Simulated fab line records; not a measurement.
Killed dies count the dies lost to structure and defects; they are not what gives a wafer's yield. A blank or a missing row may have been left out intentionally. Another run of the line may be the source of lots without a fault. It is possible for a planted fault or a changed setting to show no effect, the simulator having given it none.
Lot-split experiment || flow berkeley_cmos170 || 23 wafers read from 5 lots, route of 331 steps

THE SPLIT ITSELF
At UCB170_V1_CVD_00 (deposits SiO2 from TEOS/O2, target thk 2000 nm, time 250 s), the setting time_s was moved away from the recipe's 250 s on 9 of the 23 wafers read, by -10.5% to +5.5%. All remaining wafers had this setting at the recipe value.

Between the split and the reading, the file records no step.

THE READING
V1_TEOS_THK, in nm, at UCB170_V1_THK_MEAS_01. On this fab line, fault-free wafers typically give 2000 nm with a standard deviation of 24 nm.

{"wafer": "L076.1", "tool, chamber at the split": "pecvd-02, 0", "time_s as run, s": 228.7, "against the recipe": "-8.5%", "V1_TEOS_THK, nm": 1808, "against lot-mates on the recipe": -193}
{"wafer": "L076.3", "tool, chamber at the split": "pecvd-02, 1", "time_s as run, s": 250, "against the recipe": "recipe", "V1_TEOS_THK, nm": 1970, "against lot-mates on the recipe": "-"}
{"wafer": "L076.4", "tool, chamber at the split": "pecvd-02, 0", "time_s as run, s": 250, "against the recipe": "recipe", "V1_TEOS_THK, nm": 2033, "against lot-mates on the recipe": "-"}
{"wafer": "L076.5", "tool, chamber at the split": "pecvd-02, 2", "time_s as run, s": 228.7, "against the recipe": "-8.5%", "V1_TEOS_THK, nm": 1832, "against lot-mates on the recipe": -169}
{"wafer": "L076.6", "tool, chamber at the split": "pecvd-02, 1", "time_s as run, s": 250, "against the recipe": "recipe", "V1_TEOS_THK, nm": 2000, "against lot-mates on the recipe": "-"}
{"wafer": "L075.2", "tool, chamber at the split": "pecvd-03, 0", "time_s as run, s": 250, "against the recipe": "recipe", "V1_TEOS_THK, nm": 1973, "against lot-mates on the recipe": "-"}
{"wafer": "L075.3", "tool, chamber at the split": "pecvd-03, 2", "time_s as run, s": 250, "against the recipe": "recipe", "V1_TEOS_THK, nm": 2005, "against lot-mates on the recipe": "-"}
{"wafer": "L075.4", "tool, chamber at the split": "pecvd-03, 0", "time_s as run, s": 223.8, "against the recipe": "-10.5%", "V1_TEOS_THK, nm": 1815, "against lot-mates on the recipe": -174}
{"wafer": "L075.5", "tool, chamber at the split": "pecvd-03, 1", "time_s as run, s": 223.8, "against the recipe": "-10.5%", "V1_TEOS_THK, nm": 1796, "against lot-mates on the recipe": -193}
{"wafer": "L075.6", "tool, chamber at the split": "pecvd-03, 2", "time_s as run, s": 223.8, "against the recipe": "-10.5%", "V1_TEOS_THK, nm": 1810, "against lot-mates on the recipe": -179}
{"wafer": "L077.1", "tool, chamber at the split": "pecvd-02, 0", "time_s as run, s": 250, "against the recipe": "recipe", "V1_TEOS_THK, nm": 1988, "against lot-mates on the recipe": "-"}
{"wafer": "L077.2", "tool, chamber at the split": "pecvd-02, 1", "time_s as run, s": 250, "against the recipe": "recipe", "V1_TEOS_THK, nm": 1994, "against lot-mates on the recipe": "-"}
{"wafer": "L077.3", "tool, chamber at the split": "pecvd-02, 2", "time_s as run, s": 250, "against the recipe": "recipe", "V1_TEOS_THK, nm": 1977, "against lot-mates on the recipe": "-"}
{"wafer": "L077.4", "tool, chamber at the split": "pecvd-02, 1", "time_s as run, s": 263.8, "against the recipe": "+5.5%", "V1_TEOS_THK, nm": 2130, "against lot-mates on the recipe": "+144"}
{"wafer": "L077.6", "tool, chamber at the split": "pecvd-02, 2", "time_s as run, s": 263.8, "against the recipe": "+5.5%", "V1_TEOS_THK, nm": 2139, "against lot-mates on the recipe": "+153"}
{"wafer": "L078.1", "tool, chamber at the split": "pecvd-01, 2", "time_s as run, s": 250, "against the recipe": "recipe", "V1_TEOS_THK, nm": 1990, "against lot-mates on the recipe": "-"}
{"wafer": "L078.2", "tool, chamber at the split": "pecvd-01, 1", "time_s as run, s": 250, "against the recipe": "recipe", "V1_TEOS_THK, nm": 1974, "against lot-mates on the recipe": "-"}
{"wafer": "L078.4", "tool, chamber at the split": "pecvd-01, 1", "time_s as run, s": 261.1, "against the recipe": "+4.4%", "V1_TEOS_THK, nm": 2118, "against lot-mates on the recipe": "+138"}
{"wafer": "L078.5", "tool, chamber at the split": "pecvd-01, 2", "time_s as run, s": 250, "against the recipe": "recipe", "V1_TEOS_THK, nm": 1975, "against lot-mates on the recipe": "-"}
{"wafer": "L078.6", "tool, chamber at the split": "pecvd-01, 0", "time_s as run, s": 261.1, "against the recipe": "+4.4%", "V1_TEOS_THK, nm": 2085, "against lot-mates on the recipe": "+105"}
{"wafer": "L085.3", "tool, chamber at the split": "pecvd-01, 0", "time_s as run, s": 250, "against the recipe": "recipe", "V1_TEOS_THK, nm": 1999, "against lot-mates on the recipe": "-"}
{"wafer": "L085.4", "tool, chamber at the split": "pecvd-01, 2", "time_s as run, s": 250, "against the recipe": "recipe", "V1_TEOS_THK, nm": 2033, "against lot-mates on the recipe": "-"}
{"wafer": "L085.5", "tool, chamber at the split": "pecvd-01, 1", "time_s as run, s": 250, "against the recipe": "recipe", "V1_TEOS_THK, nm": 2044, "against lot-mates on the recipe": "-"}

THE FIT
A straight line over all 23 wafers: V1_TEOS_THK changes by +20.2 nm for each +1% of time_s; r = +0.98; the points scatter about the line by 23 nm.
The same after taking each lot's own level away (the mean of its wafers on the recipe; 23 wafers): +20.5 nm for each +1%; r = +0.98; scatter 22 nm.
On that fit, the largest move of time_s shifts the reading by 2.1e+02 nm.
Across the lots, their own levels run from 1979.7 to 2025.3 nm, a range of 1.9 times the standard deviation given above.
Hence the lot-to-lot level has little effect on the slope; both slopes agree.
Check: for one of the wafers moved furthest among these (-10.5%), held out of the fit, the line's prediction against its lot-mates is -213 nm. Against them it came out at -174 nm.

THESE WAFERS: OTHER SPLITS
Other splits were also applied to these wafers ahead of the reading. Each is held against what the fit with the lots' levels taken away leaves over:
{"other split on the same wafers": "UCB170_GATE_PEB_10 peb_temp_c", "wafers away from the commonest value": 10, "r with V1_TEOS_THK (lot level and that fit taken away)": -0.22}
{"other split on the same wafers": "UCB170_PLDD_IMPLANT_09 dose_cm2", "wafers away from the commonest value": 7, "r with V1_TEOS_THK (lot level and that fit taken away)": "+0.11"}
{"other split on the same wafers": "UCB170_NLDD_IMPLANT_08 energy_kev", "wafers away from the commonest value": 7, "r with V1_TEOS_THK (lot level and that fit taken away)": "+0.08"}
{"other split on the same wafers": "UCB170_PSD_IMPLANT_08 energy_kev", "wafers away from the commonest value": 7, "r with V1_TEOS_THK (lot level and that fit taken away)": -0.07}
{"other split on the same wafers": "UCB170_SDANNEAL_RTA_01 time_s", "wafers away from the commonest value": 5, "r with V1_TEOS_THK (lot level and that fit taken away)": "+0.04"}
{"other split on the same wafers": "UCB170_CONTACT_COAT_04 resist_thk_nm", "wafers away from the commonest value": 7, "r with V1_TEOS_THK (lot level and that fit taken away)": -0.11}
{"other split on the same wafers": "UCB170_CONTACT_PEB_13 peb_temp_c", "wafers away from the commonest value": 9, "r with V1_TEOS_THK (lot level and that fit taken away)": "+0.09"}
{"other split on the same wafers": "UCB170_CONTACT_ETCH_18 time_s", "wafers away from the commonest value": 3, "r with V1_TEOS_THK (lot level and that fit taken away)": "+0.03"}
{"other split on the same wafers": "UCB170_M1_COAT_04 resist_thk_nm", "wafers away from the commonest value": 7, "r with V1_TEOS_THK (lot level and that fit taken away)": -0.46}

THE WHOLE CHAIN: every reading that the file lists as answering this split, in the file's order
{"step": "UCB170_V1_CVD_00", "what it does": "deposits SiO2 from TEOS/O2, target thk 2000 nm, time 250 s", "reading": "SiO2_of_V1_CVD_00.thk_nm (the simulator's own value, which no gauge read)", "change (the file's fit)": "+20.7 nm for each +1% of the setting", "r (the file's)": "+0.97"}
{"step": "UCB170_V1_THK_MEAS_01", "what it does": "", "reading": "V1_TEOS_THK", "change (the file's fit)": "+20.7 for each +1% of the setting", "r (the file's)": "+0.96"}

FILE'S OWN FIT
V1_TEOS_THK changes by +20.7 nm for each +1% of time_s, r = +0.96.
